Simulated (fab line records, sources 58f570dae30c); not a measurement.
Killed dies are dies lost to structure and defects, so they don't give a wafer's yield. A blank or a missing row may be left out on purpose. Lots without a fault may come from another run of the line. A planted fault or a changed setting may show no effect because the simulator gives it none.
Which tool did it? | flow berkeley_cmos170 | 7 lots, 21 wafers sampled, at 4 steps of a route of 331

WHAT THE GAUGES READ, wafer by wafer
UCB170_V2_CD_MEAS_12: target cd 700 nm.
lot  | measured     | on        | cd_nm (nm)
L310 | day 8 17:58  | cd_sem-02 | 699.8 699.6 700.2
L313 | day 9 08:46  | cd_sem-02 | 701.2 700.5 700.1
L315 | day 9 19:07  | cd_sem-01 | 700.8 700.8 701.0
L317 | day 10 10:02 | cd_sem-02 | 699.7 698.7 699.1
L325 | day 11 06:22 | cd_sem-02 | 717.8 716.7 717.6 717.6 716.6 717.5
L329 | day 12 11:04 | cd_sem-02 | 701.4 701.5 700.1
L331 | day 12 18:08 | cd_sem-01 | 699.2 700.6 699.3

WHICH TOOL RAN EACH LOT (tool, then ch and the chambers of the sampled wafers, then the start)
lot  | UCB170_SPACER_CVD_00           | UCB170_V2_CMP_02              | UCB170_V2_SOFTBAKE_08
L310 | pecvd-01 ch 0,1,2, day 7 05:22 | cmp-02 ch 1,2, day 8 13:25    | litho_track-02 ch 0, day 8 15:58
L313 | pecvd-01 ch 1,2, day 7 22:12   | cmp-02 ch 0,2,3, day 9 07:06  | litho_track-03 ch 0, day 9 08:06
L315 | pecvd-03 ch 0,1,2, day 8 04:11 | cmp-02 ch 2,3, day 9 17:35    | litho_track-03 ch 0, day 9 18:35
L317 | pecvd-03 ch 0,1,2, day 8 19:48 | cmp-02 ch 0,2,3, day 10 08:20 | litho_track-02 ch 0, day 10 09:25
L325 | pecvd-01 ch 0,2, day 9 18:11   | cmp-01 ch 1,2,3, day 11 02:13 | litho_track-01 ch 0, day 11 05:17
L329 | pecvd-03 ch 0,2, day 11 00:31  | cmp-02 ch 0,2,3, day 12 07:43 | litho_track-03 ch 0, day 12 09:39
L331 | pecvd-02 ch 0,2, day 11 08:46  | cmp-02 ch 1,2,3, day 12 16:12 | litho_track-02 ch 0, day 12 17:24
- UCB170_SPACER_CVD_00: deposits SiO2 from TEOS/O2, target thk 376 nm, time 47 s.
- UCB170_V2_CMP_02: polishes SiO2.
- UCB170_V2_SOFTBAKE_08: time 60 s.

THE ANSWER, worked out from the rows above alone
Rule: what is usual is taken from the lots themselves. Put in order of their means at a reading, lots are off if they are a third of the lots or fewer, leave a main group of 4 or more, and stand apart from it by a gap of 3 or more times the standard deviation of the main group's means; of several such gaps the widest counts. A main group whose means are all the same, to the digits that the tables above print for the reading, isn't used. A lot without any number at a reading at which 4 lots or more have one is off too. The other lots that the step has rows for count as sound.
Off: L325, at UCB170_V2_CD_MEAS_12 (cd_nm). The main group: mean 700.2 nm, standard deviation 0.67.
A tool fits if, at a process step before that reading, it ran every lot that is off, and no sound lot after the first of them. The gauges at UCB170_V2_CD_MEAS_12 are tried like those tools. Can't be told from this: 3 tools fit, pecvd-01 at UCB170_SPACER_CVD_00, cmp-01 at UCB170_V2_CMP_02, litho_track-01 at UCB170_V2_SOFTBAKE_08.

WHAT THE SIMULATOR HAD PUT IN
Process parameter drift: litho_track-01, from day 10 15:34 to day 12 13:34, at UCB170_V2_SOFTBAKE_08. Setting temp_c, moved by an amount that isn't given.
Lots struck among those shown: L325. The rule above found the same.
